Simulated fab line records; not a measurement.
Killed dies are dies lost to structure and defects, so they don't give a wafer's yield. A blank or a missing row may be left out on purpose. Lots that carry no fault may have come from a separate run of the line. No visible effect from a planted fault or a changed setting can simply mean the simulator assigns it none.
Which tool did it? + flow berkeley cmos170 + 15 lots, 45 wafers sampled, at 3 steps of a route of 331

WHAT THE GAUGES READ, wafer by wafer
UCB170_V2_BOW_MEAS_03.
| lot  | measured     | on            | V2_BOW (um) |
|------|--------------|---------------|-------------|
| L254 | day 7 19:40  | film metro-02 | 39 42 36    |
| L255 | day 8 07:08  | film metro-02 | 33 35 29    |
| L256 | day 8 07:33  | film metro-04 | 21 28 30    |
| L257 | day 8 12:07  | film metro-01 | 38 41 31    |
| L259 | day 8 12:22  | film metro-04 | 41 35 39    |
| L260 | day 9 01:27  | film metro-02 | 28 33 42    |
| L269 | day 11 02:30 | film metro-02 | 39 45 37    |
| L268 | day 11 03:24 | film metro-02 | 45 37 33    |
| L270 | day 11 18:43 | film metro-02 | 40 30 38    |
| L271 | day 11 18:47 | film metro-01 | 39 23 35    |
| L272 | day 11 19:28 | film metro-04 | 33 49 30    |
| L273 | day 12 07:33 | film metro-04 | 44 41 41    |
| L274 | day 12 08:19 | film metro-02 | 39 31 38    |
| L277 | day 12 18:30 | film metro-04 | 41 30 30    |
| L276 | day 12 19:11 | film metro-01 | 42 44 41    |

UCB170_M3_RS_MEAS_02: measurement is done with a four-point probe.
| lot  | measured     | on            | M3_AL_RS (ohm/sq)    |
|------|--------------|---------------|----------------------|
| L254 | day 7 22:08  | film metro-02 | 0.0326 0.0326 0.0329 |
| L255 | day 8 09:15  | film metro-02 | 0.0326 0.0327 0.0327 |
| L256 | day 8 09:35  | film metro-04 | 0.0317 0.0319 0.0323 |
| L257 | day 8 14:10  | film metro-02 | 0.0318 0.0322 0.0321 |
| L259 | day 8 14:24  | film metro-02 | 0.0317 0.0314 0.0322 |
| L260 | day 9 03:48  | film metro-03 | 0.0325 0.0320 0.0322 |
| L269 | day 11 05:35 | film metro-04 | 0.0322 0.0321 0.0321 |
| L268 | day 11 06:09 | film metro-02 | 0.0322 0.0323 0.0323 |
| L270 | day 11 21:30 | film metro-02 | 0.0325 0.0323 0.0328 |
| L271 | day 11 21:47 | film metro-02 | 0.0318 0.0317 0.0320 |
| L272 | day 11 21:56 | film metro-03 | 0.0314 0.0315 0.0320 |
| L273 | day 12 10:05 | film metro-03 | 0.0321 0.0324 0.0320 |
| L274 | day 12 10:33 | film metro-04 | 0.0324 0.0324 0.0333 |
| L277 | day 12 20:57 | film metro-02 | 0.0319 0.0318 0.0321 |
| L276 | day 12 22:05 | film metro-04 | 0.0318 0.0319 0.0324 |

WHICH TOOL RAN EACH LOT (tool, then ch and the chambers of the sampled wafers, then the start)
| lot  | UCB170_M2_STRIP_07                   |
|------|--------------------------------------|
| L254 | plasma asher-03 ch 0,1, day 7 17:16  |
| L255 | plasma asher-03 ch 1, day 8 04:44    |
| L256 | plasma asher-01 ch 0,1, day 8 05:06  |
| L257 | plasma asher-01 ch 0,1, day 8 09:44  |
| L259 | plasma asher-03 ch 1, day 8 09:49    |
| L260 | plasma asher-01 ch 0,1, day 8 22:41  |
| L269 | plasma asher-03 ch 0, day 10 23:44   |
| L268 | plasma asher-01 ch 0,1, day 11 00:17 |
| L270 | plasma asher-01 ch 0,1, day 11 15:20 |
| L271 | plasma asher-02 ch 0,1, day 11 15:40 |
| L272 | plasma asher-03 ch 0,1, day 11 16:21 |
| L273 | plasma asher-02 ch 0,1, day 12 03:48 |
| L274 | plasma asher-02 ch 0,1, day 12 04:59 |
| L277 | plasma asher-01 ch 1, day 12 15:53   |
| L276 | plasma asher-01 ch 0,1, day 12 16:25 |
- UCB170_M2_STRIP_07: strips in O2.

AS READ BY THE TOOLS THEMSELVES (means over the sampled wafers that have a number; for cases with no such wafer, the mark the record gives instead)
UCB170_M2_STRIP_07.
| lot  | tool            | chamber pressure mTorr (mTorr) | drypump motor current A (A) | oes product au (a.u.) | strip time to endpoint s (s) |
|------|-----------------|--------------------------------|-----------------------------|-----------------------|------------------------------|
| L254 | plasma asher-03 | 3500                           | 5.4                         | 0.736                 | 21.97                        |
| L255 | plasma asher-03 | 3502                           | 6.2                         | 0.733                 | 22.04                        |
| L256 | plasma asher-01 | 3500                           | 6.1                         | 0.735                 | 22.11                        |
| L257 | plasma asher-01 | 3502                           | 6.1                         | 0.733                 | 21.90                        |
| L259 | plasma asher-03 | 3497                           | 6.2                         | 0.731                 | 21.98                        |
| L260 | plasma asher-01 | 3500                           | 6.1                         | 0.731                 | 21.85                        |
| L269 | plasma asher-03 | 3503                           | 5.0                         | 0.738                 | 22.09                        |
| L268 | plasma asher-01 | 3500                           | 6.1                         | 0.734                 | 22.04                        |
| L270 | plasma asher-01 | 3500                           | 6.1                         | 0.736                 | 21.98                        |
| L271 | plasma asher-02 | 3498                           | 5.2                         | 0.733                 | 22.01                        |
| L272 | plasma asher-03 | 3503                           | 5.4                         | 0.733                 | 21.89                        |
| L273 | plasma asher-02 | 3498                           | 5.2                         | 0.743                 | 22.03                        |
| L274 | plasma asher-02 | 3495                           | 5.2                         | 0.731                 | 22.03                        |
| L277 | plasma asher-01 | 3501                           | 6.1                         | 0.739                 | 21.94                        |
| L276 | plasma asher-01 | 3498                           | 6.1                         | 0.737                 | 22.06                        |

THE ANSWER, worked out from the rows above alone
Rule: the usual values come from the lots themselves. The widest of any qualifying gaps counts: lots, ordered by their means at a reading, are off when they make up no more than a third of the lots, leave a main group of 4 or more, and stand apart from it by 3 or more times the standard deviation of that group's means. A main group whose means are all the same, to the digits that the tables above print for the reading, isn't used. A lot without any number at a reading at which 4 lots or more have one is off too. Where the step has rows for the other lots, those lots are counted as sound. Order of review: gauges by route order, followed by the tools' own readings, for which a lot's mean as printed above is used. The first step at which some lot is off is used, and at that step the reading that is off furthest; a lot without a number counts as furthest.
Across all readings shown, no lot is off: no conclusion can be drawn from this.

WHAT THE SIMULATOR PUT IN
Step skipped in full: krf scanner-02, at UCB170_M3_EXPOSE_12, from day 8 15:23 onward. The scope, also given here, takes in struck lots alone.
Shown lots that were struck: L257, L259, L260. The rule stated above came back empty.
